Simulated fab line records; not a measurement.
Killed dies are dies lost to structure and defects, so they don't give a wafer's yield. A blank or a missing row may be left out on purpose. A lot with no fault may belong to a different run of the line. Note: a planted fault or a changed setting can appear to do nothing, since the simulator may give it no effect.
What tool caused it? -- flow berkeleyCmos170 -- at 1 step of a route of 331, 7 lots with 21 wafers sampled

## WHAT EACH GAUGE READ, for each wafer
UCB170_PSD_TW_MEAS_10.
lot,measured,on,PSD_TW
L282,day 7 23:46,filmMetro-03,2291 2280 2287
L288,day 8 18:44,filmMetro-01,2346 2339 2329
L293,day 9 18:53,filmMetro-01,2328 2330 2325
L298,day 10 22:15,filmMetro-03,2267 2277 2264
L300,day 10 23:01,filmMetro-03,2264 2280 2270
L303,day 12 01:02,filmMetro-01,2351 2349 2339
L305,day 12 07:40,filmMetro-01,2349 2335 2330

## EACH LOT AND THE TOOL THAT RAN IT (in order: tool; ch and the chambers of the sampled wafers; start)
The record shows no process step preceding these readings.

## THE ANSWER, worked out from the rows above alone
Rule: what is usual is taken from the lots themselves. Put in order of their means at a reading, lots are off if they are a third of the lots or fewer, leave a main group of 4 or more, and stand apart from it by a gap of 3 or more times the standard deviation of the main group's means; of several such gaps the widest counts. If all means in a main group match to the digits the tables above print for the reading, that group is not used. Also off: a lot with no number at a reading for which 4 or more lots have one. The other lots that the step has rows for count as sound.
No lot is off at any reading shown: from this, nothing can be told.

## WHAT WAS PUT IN BY THE SIMULATOR
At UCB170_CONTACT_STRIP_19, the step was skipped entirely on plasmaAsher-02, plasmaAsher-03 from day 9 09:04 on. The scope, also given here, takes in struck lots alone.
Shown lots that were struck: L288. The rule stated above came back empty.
